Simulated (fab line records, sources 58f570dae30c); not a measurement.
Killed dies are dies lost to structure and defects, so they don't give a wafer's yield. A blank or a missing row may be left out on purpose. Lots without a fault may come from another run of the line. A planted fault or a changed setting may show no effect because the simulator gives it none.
fab line records | flow berkeley_cmos170
record lots=5 wafers=15 last_day=11
route steps=331 shown PLDD@154 NLDD@158 SPACER@171 PSD@175 NSD@187
lots that met no fault: from a run of the same line without faults
start_h: hours from the record's first day to the start of the lot's first wafer shown | wait_h: hours since the lot's step before | " the same as in the row above | L1.1+2: a row that stands for several wafers | - no value, or no start given | * or withheld: withheld | < > ~ a bound
route shown NAME@n: a module of which the file shows steps, and the number in the route of the first | usual: mean/standard deviation of fault-free wafers | same: alike in all rows | chamber/n: place in a boat | sites: the reading at each site | _std_site: their standard deviation | _edge_site: outer sites' mean less inner sites' | radius_mm: how far each site lies from the wafer's centre | mask NAME#n: copy n | behind: the tool/chamber that last shaped the wafer | hold: why the lot was held/for how many hours/how that ended | device: the transistor (n, p or np) that didn't switch | end of line: the same wafers' tests at the end of the route | a step without rows: its recipe alone | killed: dies lost to structure and defects at the first sort, not the wafer's yield | map: a wafer's dies, x killed, . not, _ none there
set.NAME: the setting as run; set.NAME@STEP: as run at that earlier step | model.NAME: the simulator's own value behind a step, which no gauge read
lots at some steps of the route; a table a step, a row a wafer
services: from which hour (start_h, from the record's first day; less than 0 if before it) a tool's chamber was out of use, for how many hours, and why
## steps
# step UCB170_PLDD_IMPLANT_09
# recipe species=BF2 dose_cm2=5e+13 energy_kev=10 tilt_deg=7 rotation_deg=180
# usual tilt_deg=6.997/0.022
# columns lot.wafer tool chamber start_h wait_h tilt_deg
L081.2 implanter-04 0 159.74 0.1 7.006
L081.4 " 0 " " 6.979
L081.6 " 0 " " 6.988
L090.1 implanter-04 0 206.32 0.1 6.944
L090.3 " 0 " " 6.991
L090.4 " 0 " " 6.990
L088.1 implanter-04 0 207.08 0.1 6.982
L088.3 " 0 " " 7.024
L088.4 " 0 " " 6.988
L094.3 implanter-03 0 224.07 0.1 6.998
L094.5 " 0 " " 6.974
L094.6 " 0 " " 7.001
L097.2 implanter-04 0 230.21 0.1 7.002
L097.5 " 0 " " 7.009
L097.6 " 0 " " 6.997
# step UCB170_PLDD_STRIP_10
# recipe chemistry=O2 power_w=400 pressure_mtorr=3500 platen_temp_c=withheld o2_flow_sccm=400 overash_fraction=0.5
# usual drypump_motor_current_A=5.7/0.53 oes_product_au=0.735/0.005 strip_time_to_endpoint_s=21.61/0.077
# columns lot.wafer tool chamber start_h wait_h drypump_motor_current_A oes_product_au rf_hours_counter_h strip_time_to_endpoint_s
L081.2 plasma_asher-01 1 159.87 0.1 6.4 0.743 36 21.64
L081.4 " 1 " " 6.4 0.742 - 21.68
L081.6 " 1 " " 6.4 0.738 - 21.69
L090.1 plasma_asher-01 0 206.47 0.1 5.0 0.734 41 21.68
L090.3 " 1 " " 6.3 0.733 - 21.66
L090.4 " 0 " " 5.0 0.739 - 21.60
L088.1 plasma_asher-01 1 207.23 0.1 6.4 0.738 41 21.69
L088.3 " 0 " " 4.9 0.733 - 21.66
L088.4 " 1 " " 6.4 0.735 - 21.70
L094.3 plasma_asher-03 1 224.20 0.1 5.9 0.738 - 21.51
L094.5 " 0 " " 6.2 0.736 - 21.47
L094.6 " 1 " " 5.9 0.736 - 21.52
L097.2 plasma_asher-03 0 230.33 0.1 6.2 0.740 57 21.59
L097.5 " 1 " " 5.8 0.734 - 21.54
L097.6 " 0 " " 6.2 0.732 - 21.61
# step UCB170_PLDD_TW_MEAS_11
# usual PLDD_TW=1011/4.5
# columns lot.wafer tool chamber start_h wait_h PLDD_TW
L081.2 film_metro-02 - 159.98 0.1 1010
L081.4 " - " " 1012
L081.6 " - " " 1007
L090.1 film_metro-04 - 206.57 0.1 1014
L090.3 " - " " 1015
L090.4 " - " " 1009
L088.1 film_metro-02 - 207.33 0.1 1009
L088.3 " - " " 1011
L088.4 " - " " 1010
L094.3 film_metro-02 - 224.29 0.1 1001
L094.5 " - " " 1005
L094.6 " - " " 1000
L097.2 film_metro-04 - 230.44 0.1 1015
L097.5 " - " " 1010
L097.6 " - " " 1016
# step UCB170_PLDD_CLEAN_12
# recipe chemistry=SPM temp_c=120 time_s=600
# columns lot.wafer tool chamber start_h wait_h
L081.2+4+6 wet_bench-04 0 160.03 0.0
L090.1+3+4 wet_bench-03 0 206.63 0.1
L088.1+3+4 wet_bench-02 1 207.39 0.1
L094.3+5+6 wet_bench-02 0 224.38 0.1
L097.2+5+6 wet_bench-02 0 230.56 0.1
# step UCB170_NLDD_HMDS_00
# recipe prime_time_s=60 prime_temp_c=100
# columns lot.wafer tool chamber start_h wait_h
L081.2+4+6 litho_track-01 0 160.23 0.0
L090.1+3+4 litho_track-04 0 207.01 0.2
L088.1+3+4 litho_track-04 0 208.19 0.6
L094.3+5+6 litho_track-04 0 225.21 0.7
L097.2+5+6 litho_track-04 0 230.99 0.2
# step UCB170_NLDD_COAT_01
# recipe resist=KrF spin_rpm=1500 resist_thk_nm=900
# columns lot.wafer tool chamber start_h wait_h
L081.2+4+6 litho_track-01 0 160.38 0.1
L090.1+3+4 litho_track-04 0 207.16 0.1
L088.1+3+4 litho_track-04 0 208.34 0.1
L094.3+5+6 litho_track-04 0 225.36 0.1
L097.2+5+6 litho_track-04 0 231.14 0.1
# step UCB170_NLDD_SOFTBAKE_02
# recipe resist=KrF temp_c=130 time_s=60
# columns lot.wafer tool chamber start_h wait_h
L081.2+4+6 litho_track-01 0 160.53 0.1
L090.1+3+4 litho_track-04 0 207.31 0.1
L088.1+3+4 litho_track-04 0 208.49 0.1
L094.3+5+6 litho_track-04 0 225.51 0.1
L097.2+5+6 litho_track-04 0 231.29 0.1
# step UCB170_NLDD_EXPOSE_03
# recipe mask_id=NSELECT na=0.5 sigma_outer=0.6 source_shape=conventional target_cd_nm=1200 dose_mj=30
# columns lot.wafer tool chamber start_h wait_h mask
L081.2+4+6 krf_scanner-02 0 160.67 0.1 NSELECT#0
L090.1+3+4 krf_scanner-02 0 207.61 0.3 NSELECT#0
L088.1+3+4 krf_scanner-02 0 208.80 0.3 NSELECT#0
L094.3+5+6 krf_scanner-02 0 225.65 0.1 NSELECT#0
L097.2+5+6 krf_scanner-01 0 231.43 0.1 NSELECT#0
# step UCB170_NLDD_PEB_04
# recipe peb_temp_c=130 peb_time_s=withheld resist=KrF
# columns lot.wafer tool chamber start_h wait_h
L081.2+4+6 litho_track-01 0 160.80 0.1
L090.1+3+4 litho_track-04 0 208.64 1.0
L088.1+3+4 litho_track-03 0 209.73 0.9
L094.3+5+6 litho_track-01 0 226.31 0.6
L097.2+5+6 litho_track-04 0 231.55 0.1
# step UCB170_NLDD_DEVELOP_05
# recipe developer=TMAH develop_time_s=45 resist=KrF dev_temp_c=20.52
# columns lot.wafer tool chamber start_h wait_h
L081.2+4+6 litho_track-01 0 - -
L090.1+3+4 litho_track-04 0 - -
L088.1+3+4 litho_track-03 0 - -
L094.3+5+6 litho_track-01 0 - -
L097.2+5+6 litho_track-04 0 - -
# step UCB170_NLDD_CD_MEAS_06
# recipe target_cd_nm=1200
# usual cd_nm=1200.1/1.4
# columns lot.wafer tool chamber start_h wait_h cd_nm
L081.2 cd_sem-02 - 161.07 - 1195.9
L081.4 " - " " 1198.5
L081.6 " - " " 1197.4
L090.1 cd_sem-01 - 208.91 - 1202.9
L090.3 " - " " 1200.7
L090.4 " - " " 1201.6
L088.1 cd_sem-02 - 210.01 - 1200.0
L088.3 " - " " 1199.7
L088.4 " - " " 1200.2
L094.3 cd_sem-01 - 226.57 - 1198.9
L094.5 " - " " 1199.7
L094.6 " - " " 1198.6
L097.2 cd_sem-01 - 231.82 - 1200.0
L097.5 " - " " 1198.6
L097.6 " - " " 1199.1
# step UCB170_NLDD_OVL_MEAS_07
# usual NLDD_OVL=-4/5.9
# columns lot.wafer tool chamber start_h wait_h NLDD_OVL[nm]
L081.2 overlay-01 - 161.17 0.1 -7
L081.4 " - " " -11
L081.6 " - " " -10
L090.1 overlay-02 - 209.03 0.1 0
L090.3 " - " " -4
L090.4 " - " " -5
L088.1 overlay-02 - 210.13 0.1 5
L088.3 " - " " 2
L088.4 " - " " 10
L094.3 overlay-02 - 226.66 0.1 -10
L094.5 " - " " -16
L094.6 " - " " -12
L097.2 overlay-02 - 231.93 0.1 -3
L097.5 " - " " -13
L097.6 " - " " -2
# step UCB170_NLDD_IMPLANT_08
# recipe species=As dose_cm2=5e+13 energy_kev=30 tilt_deg=7 rotation_deg=0
# usual tilt_deg=6.991/0.021
# columns lot.wafer tool chamber start_h wait_h tilt_deg
L081.2 implanter-02 0 161.23 0.0 6.992
L081.4 " 0 " " 7.005
L081.6 " 0 " " 6.998
L090.1 implanter-01 0 209.07 0.0 7.010
L090.3 " 0 " " 6.988
L090.4 " 0 " " 6.971
L088.1 implanter-04 0 210.16 0.0 6.981
L088.3 " 0 " " 6.961
L088.4 " 0 " " 6.934
L094.3 implanter-01 0 226.74 0.1 7.012
L094.5 " 0 " " 6.995
L094.6 " 0 " " 7.016
L097.2 implanter-04 0 231.98 0.0 6.970
L097.5 " 0 " " 6.966
L097.6 " 0 " " 7.030
# step UCB170_NLDD_IMPLANT_09
# recipe species=As dose_cm2=5e+13 energy_kev=30 tilt_deg=7 rotation_deg=180
# usual tilt_deg=7.000/0.02
# columns lot.wafer tool chamber start_h wait_h tilt_deg
L081.2 implanter-02 0 161.38 0.1 7.003
L081.4 " 0 " " 6.995
L081.6 " 0 " " 7.007
L090.1 implanter-01 0 209.22 0.1 6.984
L090.3 " 0 " " 7.003
L090.4 " 0 " " 6.979
L088.1 implanter-04 0 210.31 0.1 6.956
L088.3 " 0 " " 7.006
L088.4 " 0 " " 6.948
L094.3 implanter-01 0 226.89 0.1 6.992
L094.5 " 0 " " 6.972
L094.6 " 0 " " 6.983
L097.2 implanter-04 0 232.13 0.1 7.002
L097.5 " 0 " " 6.987
L097.6 " 0 " " 6.975
# step UCB170_NLDD_STRIP_10
# recipe chemistry=O2 power_w=400 pressure_mtorr=3500 platen_temp_c=withheld o2_flow_sccm=400 overash_fraction=0.5
# usual drypump_motor_current_A=5.7/0.51 oes_product_au=0.734/0.0045 strip_time_to_endpoint_s=21.61/0.065
# columns lot.wafer tool chamber start_h wait_h drypump_motor_current_A oes_product_au rf_hours_counter_h strip_time_to_endpoint_s
L081.2 plasma_asher-02 1 161.50 0.1 5.8 0.736 4 21.63
L081.4 " 0 " " 5.2 0.734 - 21.59
L081.6 " 1 " " 5.8 0.735 - 21.56
L090.1 plasma_asher-01 0 209.37 0.1 5.0 0.736 41 21.59
L090.3 " 0 " " 4.9 0.728 - 21.66
L090.4 " 1 " " 6.3 0.731 - 21.65
L088.1 plasma_asher-02 1 210.46 0.1 5.8 0.737 9 21.58
L088.3 " 0 " " 5.2 0.737 - 21.55
L088.4 " 1 " " 5.8 0.727 - 21.60
L094.3 plasma_asher-03 0 227.02 0.1 6.2 0.742 - 21.51
L094.5 " 0 " " 6.2 0.727 - 21.47
L094.6 " 1 " " 5.8 0.732 - 21.45
L097.2 plasma_asher-01 0 232.26 0.1 5.0 0.735 44 21.54
L097.5 " 0 " " 4.9 0.735 - 21.63
L097.6 " 1 " " 6.4 0.733 - 21.56
# step UCB170_NLDD_TW_MEAS_11
# usual NLDD_TW=2219/12
# columns lot.wafer tool chamber start_h wait_h NLDD_TW
L081.2 film_metro-02 - 161.61 0.1 2223
L081.4 " - " " 2220
L081.6 " - " " 2223
L090.1 film_metro-03 - 209.47 0.1 2234
L090.3 " - " " 2217
L090.4 " - " " 2238
L088.1 film_metro-04 - 210.56 0.1 2209
L088.3 " - " " 2210
L088.4 " - " " 2221
L094.3 film_metro-03 - 227.11 0.1 2220
L094.5 " - " " 2224
L094.6 " - " " 2219
L097.2 film_metro-03 - 232.37 0.1 2232
L097.5 " - " " 2228
L097.6 " - " " 2238
# step UCB170_NLDD_CLEAN_12
# recipe chemistry=SPM temp_c=120 time_s=600
# columns lot.wafer tool chamber start_h wait_h
L081.2+4+6 wet_bench-02 0 161.66 0.0
L090.1+3+4 wet_bench-02 1 209.53 0.1
L088.1+3+4 wet_bench-03 1 210.62 0.1
L094.3+5+6 wet_bench-02 3 227.15 0.0
L097.2+5+6 wet_bench-02 3 232.42 0.0
# step UCB170_SPACER_CVD_00
# recipe material=SiO2 target_thk_nm=376 temp_c=390 precursor=TEOS/O2 time_s=47 rf_w=550 pressure_mtorr=9000
# usual heater_power_w=274/50
# columns lot.wafer tool chamber start_h wait_h heater_power_w
L081.2 pecvd-03 1 161.84 0.0 273
L081.4 " 0 " " 305
L081.6 " 1 " " 275
L090.1 pecvd-02 2 209.70 0.0 206
L090.3 " 1 " " 253
L090.4 " 1 " " 271
L088.1 pecvd-02 2 210.80 0.0 273
L088.3 " 1 " " 275
L088.4 " 0 " " 307
L094.3 pecvd-02 0 227.34 0.0 313
L094.5 " 1 " " 217
L094.6 " 2 " " 235
L097.2 pecvd-03 2 232.61 0.0 314
L097.5 " 1 " " 249
L097.6 " 2 " " 323
# step UCB170_SPACER_THK_MEAS_01
# recipe reads=SiO2_of_SPACER_CVD_00
# usual SPACER_TEOS_THK=378/5.2
# columns lot.wafer tool chamber start_h wait_h SPACER_TEOS_THK[nm]
L081.2 film_metro-01 - 161.89 0.0 367
L081.4 " - " " 378
L081.6 " - " " 375
L090.1 film_metro-01 - 209.75 0.0 374
L090.3 " - " " 378
L090.4 " - " " 379
L088.1 film_metro-04 - 210.84 0.0 378
L088.3 " - " " 376
L088.4 " - " " 385
L094.3 film_metro-01 - 227.40 0.0 379
L094.5 " - " " 384
L094.6 " - " " 380
L097.2 film_metro-01 - 232.66 0.0 371
L097.5 " - " " 375
L097.6 " - " " 380
# step UCB170_SPACER_ANNEAL_02
# recipe temp_c=900 time_s=1800 ambient=N2
# usual spike_tc_centre_C=901.8/1.2 tube_center_temp_C_max=902.3/0.35
# columns lot.wafer tool chamber start_h wait_h spike_tc_centre_C tube_center_temp_C_max
L081.2 furnace-03 0 166.43 4.5 902.9 902.7
L081.4 " 0 " " 902.7 902.1
L081.6 " 0 " " 903.7 902.5
L088.1 furnace-04 0 211.30 0.4 901.1 902.3
L088.3 " 0 " " 900.6 902.2
L088.4 " 0 " " 899.7 902.0
L090.1 furnace-04 0 211.30 1.5 899.1 902.5
L090.3 " 0 " " 900.2 902.7
L090.4 " 0 " " 902.8 902.0
L094.3 furnace-04 0 230.43 3.0 902.2 902.0
L094.5 " 0 " " 902.4 902.5
L094.6 " 0 " " 900.0 902.4
L097.2 furnace-02 0 234.94 2.3 900.2 902.2
L097.5 " 0 " " 900.8 902.0
L097.6 " 0 " " 901.2 902.0
# step UCB170_SPACER_ETCHBACK_03
# recipe stop_on=Si target=SiO2 chemistry=CHF3/CF4/Ar CHF3_flow_sccm=50 cf4_flow_sccm=10 Ar_flow_sccm=120 pressure_mtorr=200 rf_w=500 target_depth_a=3760 time_s=100
# usual drypump_motor_current_A=5.8/0.53 mfc_ar_sccm=120.0/0.36 oes_product_au=0.905/0.014 throttle_valve_pct=6.51/0.13
# columns lot.wafer tool chamber start_h wait_h drypump_motor_current_A mfc_ar_sccm oes_product_au rf_hours_counter_h throttle_valve_pct
L081.2 rie_diel-02 1 167.93 0.0 4.7 120.6 0.907 130 6.62
L081.4 " 2 " " 5.2 120.0 0.925 18 6.40
L081.6 " 1 " " 4.7 120.1 0.926 - 6.61
L090.1 rie_diel-03 3 212.80 0.0 6.6 119.8 0.901 95 6.40
L090.3 " 2 " " 6.5 120.6 0.930 132 6.63
L090.4 " 0 " " 5.9 120.3 0.898 20 6.56
L088.1 rie_diel-03 2 212.87 0.1 6.5 120.4 0.913 132 6.63
L088.3 " 0 " " 6.0 119.5 0.889 20 6.57
L088.4 " 1 " " 5.9 120.2 0.909 21 6.59
L094.3 rie_diel-04 0 231.93 0.0 5.6 119.7 0.897 54 6.66
L094.5 " 0 " " 5.6 119.4 0.908 - 6.68
L094.6 " 3 " " 5.2 119.9 0.902 - 6.39
L097.2 rie_diel-04 1 236.44 0.0 5.9 119.6 0.896 16 6.51
L097.5 " 1 " " 5.9 119.9 0.895 - 6.53
L097.6 " 2 " " 5.4 119.9 0.906 - 6.25
# step UCB170_PSD_HMDS_00
# recipe prime_time_s=60 prime_temp_c=100
# columns lot.wafer tool chamber start_h wait_h
L081.2+4+6 litho_track-02 0 168.02 0.1
L090.1+3+4 litho_track-03 0 212.87 0.0
L088.1+3+4 litho_track-03 0 213.32 0.4
L094.3+5+6 litho_track-03 0 232.41 0.4
L097.2+5+6 litho_track-03 0 236.54 0.1
# step UCB170_PSD_COAT_01
# recipe resist=KrF spin_rpm=1500 resist_thk_nm=900
# columns lot.wafer tool chamber start_h wait_h
L081.2+4+6 litho_track-02 0 168.17 0.1
L090.1+3+4 litho_track-03 0 213.02 0.1
L088.1+3+4 litho_track-03 0 213.47 0.1
L094.3+5+6 litho_track-03 0 232.56 0.1
L097.2+5+6 litho_track-03 0 236.69 0.1
# step UCB170_PSD_SOFTBAKE_02
# recipe resist=KrF temp_c=130 time_s=60
# columns lot.wafer tool chamber start_h wait_h
L081.2+4+6 litho_track-02 0 168.32 0.1
L090.1+3+4 litho_track-03 0 213.17 0.1
L088.1+3+4 litho_track-03 0 213.62 0.1
L094.3+5+6 litho_track-03 0 232.71 0.1
L097.2+5+6 litho_track-03 0 236.84 0.1
# step UCB170_PSD_EXPOSE_03
# recipe mask_id=PSELECT_MOD na=0.5 sigma_outer=0.6 source_shape=conventional target_cd_nm=1200 dose_mj=30
# columns lot.wafer tool chamber start_h wait_h mask
L081.2+4+6 krf_scanner-01 0 168.59 0.2 PSELECT_MOD#0
L090.1+3+4 krf_scanner-01 0 213.44 0.2 PSELECT_MOD#0
L088.1+3+4 krf_scanner-01 0 214.06 0.4 PSELECT_MOD#0
L094.3+5+6 krf_scanner-01 0 232.96 0.2 PSELECT_MOD#0
L097.2+5+6 krf_scanner-02 0 237.11 0.2 PSELECT_MOD#0
# step UCB170_PSD_PEB_04
# recipe peb_temp_c=130 peb_time_s=withheld resist=KrF
# columns lot.wafer tool chamber start_h wait_h
L081.2+4+6 litho_track-02 0 168.72 0.1
L090.1+3+4 litho_track-03 0 214.04 0.6
L088.1+3+4 litho_track-02 0 214.59 0.5
L094.3+5+6 litho_track-03 0 233.41 0.4
L097.2+5+6 litho_track-03 0 237.47 0.3
# step UCB170_PSD_DEVELOP_05
# recipe developer=TMAH develop_time_s=45 resist=KrF dev_temp_c=21
# columns lot.wafer tool chamber start_h wait_h
L081.2+4+6 litho_track-02 0 - -
L090.1+3+4 litho_track-03 0 - -
L088.1+3+4 litho_track-02 0 - -
L094.3+5+6 litho_track-03 0 - -
L097.2+5+6 litho_track-03 0 - -
# step UCB170_PSD_CD_MEAS_06
# recipe target_cd_nm=1200
# usual cd_nm=1199.9/1.4
# columns lot.wafer tool chamber start_h wait_h cd_nm
L081.2 cd_sem-01 - 168.99 - 1199.9
L081.4 " - " " 1199.3
L081.6 " - " " 1200.4
L090.1 cd_sem-02 - 214.32 - 1200.7
L090.3 " - " " 1201.6
L090.4 " - " " 1201.1
L088.1 cd_sem-02 - 214.87 - 1201.2
L088.3 " - " " 1199.8
L088.4 " - " " 1201.0
L094.3 cd_sem-01 - 233.68 - 1200.3
L094.5 " - " " 1201.5
L094.6 " - " " 1201.0
L097.2 cd_sem-01 - 237.74 - 1201.3
L097.5 " - " " 1200.5
L097.6 " - " " 1201.1
# step UCB170_PSD_OVL_MEAS_07
# usual PSD_OVL=-5/6.9
# columns lot.wafer tool chamber start_h wait_h PSD_OVL[nm]
L081.2 overlay-01 - 169.09 0.1 -17
L081.4 " - " " -16
L081.6 " - " " -9
L090.1 overlay-01 - 214.44 0.1 4
L090.3 " - " " -2
L090.4 " - " " -6
L088.1 overlay-01 - 214.99 0.1 -3
L088.3 " - " " -1
L088.4 " - " " 5
L094.3 overlay-01 - 233.77 0.1 0
L094.5 " - " " -10
L094.6 " - " " 2
L097.2 overlay-01 - 237.84 0.1 -1
L097.5 " - " " -2
L097.6 " - " " -5
# step UCB170_PSD_IMPLANT_08
# recipe species=B dose_cm2=3e+15 energy_kev=20 tilt_deg=7
# usual tilt_deg=7.001/0.019
# columns lot.wafer tool chamber start_h wait_h tilt_deg
L081.2 implanter-04 0 169.15 0.0 7.005
L081.4 " 0 " " 7.017
L081.6 " 0 " " 7.032
L090.1 implanter-04 0 214.47 0.0 6.990
L090.3 " 0 " " 7.011
L090.4 " 0 " " 6.987
L088.1 implanter-03 0 215.02 0.0 7.004
L088.3 " 0 " " 7.015
L088.4 " 0 " " 6.998
L094.3 implanter-04 0 233.85 0.1 6.995
L094.5 " 0 " " 7.009
L094.6 " 0 " " 7.026
L097.2 implanter-04 0 237.90 0.0 7.005
L097.5 " 0 " " 6.984
L097.6 " 0 " " 6.961
# step UCB170_PSD_STRIP_09
# recipe chemistry=O2 power_w=400 pressure_mtorr=3500 platen_temp_c=withheld o2_flow_sccm=400 overash_fraction=0.5
# usual drypump_motor_current_A=5.7/0.32 oes_product_au=0.600/0.0043 strip_time_to_endpoint_s=29.41/0.091
# columns lot.wafer tool chamber start_h wait_h drypump_motor_current_A oes_product_au rf_hours_counter_h strip_time_to_endpoint_s
L081.2 plasma_asher-04 0 169.27 0.1 5.7 0.594 44 29.52
L081.4 " 0 " " 5.7 0.593 - 29.45
L081.6 " 1 " " 5.4 0.596 - 29.55
L090.1 plasma_asher-03 0 214.62 0.1 6.2 0.605 55 29.60
L090.3 " 0 " " 6.2 0.606 - 29.56
L090.4 " 1 " " 5.8 0.604 - 29.53
L088.1 plasma_asher-02 0 215.17 0.1 5.2 0.599 10 29.61
L088.3 " 1 " " 5.8 0.599 - 29.62
L088.4 " 0 " " 5.2 0.604 - 29.61
L094.3 plasma_asher-02 0 233.98 0.1 5.2 0.600 - 29.31
L094.5 " 1 " " 5.8 0.599 - 29.45
L094.6 " 0 " " 5.2 0.600 - 29.40
L097.2 plasma_asher-02 0 238.02 0.1 5.2 0.592 12 29.40
L097.5 " 0 " " 5.2 0.601 - 29.41
L097.6 " 1 " " 5.8 0.600 - 29.43
# step UCB170_PSD_TW_MEAS_10
# usual PSD_TW=2330/12
# columns lot.wafer tool chamber start_h wait_h PSD_TW
L081.2 film_metro-04 - 169.38 0.1 2329
L081.4 " - " " 2326
L081.6 " - " " 2325
L090.1 film_metro-02 - 214.72 0.1 2323
L090.3 " - " " 2324
L090.4 " - " " 2330
L088.1 film_metro-04 - 215.27 0.1 2331
L088.3 " - " " 2335
L088.4 " - " " 2326
L094.3 film_metro-03 - 234.07 0.1 2339
L094.5 " - " " 2328
L094.6 " - " " 2343
L097.2 film_metro-02 - 238.15 0.1 2314
L097.5 " - " " 2311
L097.6 " - " " 2335
# step UCB170_PSD_CLEAN_11
# recipe chemistry=SPM temp_c=120 time_s=600
# columns lot.wafer tool chamber start_h wait_h
L081.2+4+6 wet_bench-01 3 169.58 0.2
L090.1+3+4 wet_bench-04 2 214.78 0.1
L088.1+3+4 wet_bench-04 1 215.33 0.1
L094.3+5+6 wet_bench-04 1 234.57 0.5
L097.2+5+6 wet_bench-03 3 238.20 0.0
# step UCB170_NSD_HMDS_00
# recipe prime_time_s=60 prime_temp_c=100
# columns lot.wafer tool chamber start_h wait_h
L081.2+4+6 litho_track-03 0 170.04 0.3
L090.1+3+4 litho_track-03 0 214.97 0.0
L088.1+3+4 litho_track-01 0 215.87 0.3
L094.3+5+6 litho_track-03 0 234.80 0.1
L097.2+5+6 litho_track-02 0 238.45 0.1
# step UCB170_NSD_COAT_01
# recipe resist=KrF spin_rpm=1532 resist_thk_nm=900
# columns lot.wafer tool chamber start_h wait_h
L081.2+4+6 litho_track-03 0 170.19 0.1
L090.1+3+4 litho_track-03 0 215.12 0.1
L088.1+3+4 litho_track-01 0 216.02 0.1
L094.3+5+6 litho_track-03 0 234.95 0.1
L097.2+5+6 litho_track-02 0 238.60 0.1
# step UCB170_NSD_SOFTBAKE_02
# recipe resist=KrF temp_c=130 time_s=60
# columns lot.wafer tool chamber start_h wait_h
L081.2+4+6 litho_track-03 0 170.34 0.1
L090.1+3+4 litho_track-03 0 215.27 0.1
L088.1+3+4 litho_track-01 0 216.17 0.1
L094.3+5+6 litho_track-03 0 235.10 0.1
L097.2+5+6 litho_track-02 0 238.75 0.1
# step UCB170_NSD_EXPOSE_03
# recipe mask_id=NSELECT_MOD na=0.5 sigma_outer=0.6 source_shape=conventional target_cd_nm=1200 dose_mj=30
# columns lot.wafer tool chamber start_h wait_h mask
L081.2+4+6 krf_scanner-02 0 170.65 0.3 NSELECT_MOD#0
L090.1+3+4 krf_scanner-02 0 215.42 0.1 NSELECT_MOD#0
L088.1+3+4 krf_scanner-01 0 216.32 0.1 NSELECT_MOD#0
L094.3+5+6 krf_scanner-01 0 235.36 0.2 NSELECT_MOD#0
L097.2+5+6 krf_scanner-01 0 239.52 0.7 NSELECT_MOD#0
# step UCB170_NSD_PEB_04
# recipe peb_temp_c=130 peb_time_s=withheld resist=KrF
# columns lot.wafer tool chamber start_h wait_h
L081.2+4+6 litho_track-02 0 171.04 0.4
L090.1+3+4 litho_track-03 0 215.87 0.4
L088.1+3+4 litho_track-01 0 216.44 0.1
L094.3+5+6 litho_track-03 0 235.70 0.3
L097.2+5+6 litho_track-03 0 239.65 0.1
# step UCB170_NSD_DEVELOP_05
# recipe developer=TMAH develop_time_s=45 resist=KrF dev_temp_c=21
# columns lot.wafer tool chamber start_h wait_h
L081.2+4+6 litho_track-02 0 - -
L090.1+3+4 litho_track-03 0 - -
L088.1+3+4 litho_track-01 0 - -
L094.3+5+6 litho_track-03 0 - -
L097.2+5+6 litho_track-03 0 - -
# step UCB170_NSD_CD_MEAS_06
# recipe target_cd_nm=1200
# usual cd_nm=1200.8/1.3
# columns lot.wafer tool chamber start_h wait_h cd_nm
L081.2 cd_sem-02 - 171.32 - 1201.4
L081.4 " - " " 1200.4
L081.6 " - " " 1200.4
L090.1 cd_sem-01 - 216.15 - 1198.7
L090.3 " - " " 1198.0
L090.4 " - " " 1197.5
L088.1 cd_sem-02 - 216.72 - 1201.5
L088.3 " - " " 1201.7
L088.4 " - " " 1200.4
L094.3 cd_sem-02 - 235.96 - 1201.5
L094.5 " - " " 1202.2
L094.6 " - " " 1202.7
L097.2 cd_sem-01 - 239.94 - 1200.0
L097.5 " - " " 1201.0
L097.6 " - " " 1200.6
# step UCB170_NSD_OVL_MEAS_07
# usual NSD_OVL=0/5.1
# columns lot.wafer tool chamber start_h wait_h NSD_OVL[nm]
L081.2 overlay-01 - 171.42 0.1 2
L081.4 " - " " 0
L081.6 " - " " -1
L090.1 overlay-01 - 216.27 0.1 -1
L090.3 " - " " 1
L090.4 " - " " -1
L088.1 overlay-01 - 216.84 0.1 1
L088.3 " - " " -7
L088.4 " - " " 2
L094.3 overlay-02 - 236.06 0.1 -3
L094.5 " - " " -3
L094.6 " - " " -6
L097.2 overlay-02 - 240.05 0.1 -6
L097.5 " - " " 0
L097.6 " - " " -4
# step UCB170_NSD_IMPLANT_08
# recipe species=P dose_cm2=3e+15 energy_kev=40 tilt_deg=7
# usual tilt_deg=6.998/0.022
# columns lot.wafer tool chamber start_h wait_h tilt_deg
L081.2 implanter-02 0 171.48 0.0 6.996
L081.4 " 0 " " 7.006
L081.6 " 0 " " 7.013
L090.1 implanter-03 0 216.31 0.0 6.980
L090.3 " 0 " " 7.003
L090.4 " 0 " " 6.984
L088.1 implanter-01 0 216.87 0.0 6.996
L088.3 " 0 " " 6.998
L088.4 " 0 " " 7.009
L094.3 implanter-02 0 236.13 0.1 6.995
L094.5 " 0 " " 7.002
L094.6 " 0 " " 6.975
L097.2 implanter-01 0 240.10 0.0 7.004
L097.5 " 0 " " 7.018
L097.6 " 0 " " 7.010
# step UCB170_NSD_STRIP_09
# recipe chemistry=O2 power_w=400 pressure_mtorr=3500 platen_temp_c=withheld o2_flow_sccm=400 overash_fraction=0.5
# usual drypump_motor_current_A=5.6/0.45 oes_product_au=0.532/0.0048 strip_time_to_endpoint_s=35.63/0.058
# columns lot.wafer tool chamber start_h wait_h drypump_motor_current_A oes_product_au rf_hours_counter_h strip_time_to_endpoint_s
L081.2 plasma_asher-02 1 171.60 0.1 5.8 0.537 5 35.60
L081.4 " 1 " " 5.8 0.524 - 35.52
L081.6 " 1 " " 5.8 0.536 - 35.53
L090.1 plasma_asher-02 0 216.46 0.1 5.2 0.537 10 35.57
L090.3 " 0 " " 5.2 0.529 - 35.57
L090.4 " 1 " " 5.8 0.530 - 35.62
L088.1 plasma_asher-01 0 217.02 0.1 5.0 0.532 42 35.62
L088.3 " 1 " " 6.4 0.532 - 35.63
L088.4 " 0 " " 5.0 0.529 - 35.68
L094.3 plasma_asher-01 0 236.26 0.1 4.9 0.533 - 35.62
L094.5 " 1 " " 6.4 0.534 - 35.62
L094.6 " 0 " " 4.9 0.532 - 35.56
L097.2 plasma_asher-04 0 240.23 0.1 5.7 0.538 53 35.70
L097.5 " 0 " " 5.7 0.536 - 35.62
L097.6 " 1 " " 5.4 0.520 - 35.61
## services
# columns tool chamber start_h hours kind
implanter-01 - 139.41 2.5 repair
implanter-01 - 140.97 4.8 repair
implanter-01 - 155.80 3.9 pm
implanter-04 - 161.80 0.8 repair
krf_scanner-02 - 171.85 0.8 pm
implanter-01 - 177.24 7.2 repair
implanter-01 - 181.61 2.1 repair
krf_scanner-01 - 182.35 1.3 pm
implanter-01 - 186.32 3.0 repair
implanter-02 - 190.92 2.3 repair
implanter-02 - 193.78 1.8 repair
krf_scanner-01 - 200.27 2.0 repair
wet_bench-04 - 201.17 2.5 repair
plasma_asher-02 - 205.12 2.1 repair
implanter-02 - 206.71 6.4 pm
krf_scanner-01 - 207.01 1.0 pm
krf_scanner-01 - 208.85 0.8 pm
krf_scanner-02 - 210.17 1.0 pm
implanter-04 - 211.08 2.4 pm
wet_bench-04 - 220.59 9.2 repair
krf_scanner-02 - 228.49 1.3 pm
implanter-02 - 231.76 2.6 pm
implanter-01 - 235.44 1.8 repair
krf_scanner-02 - 238.93 0.7 repair
## key
fault none
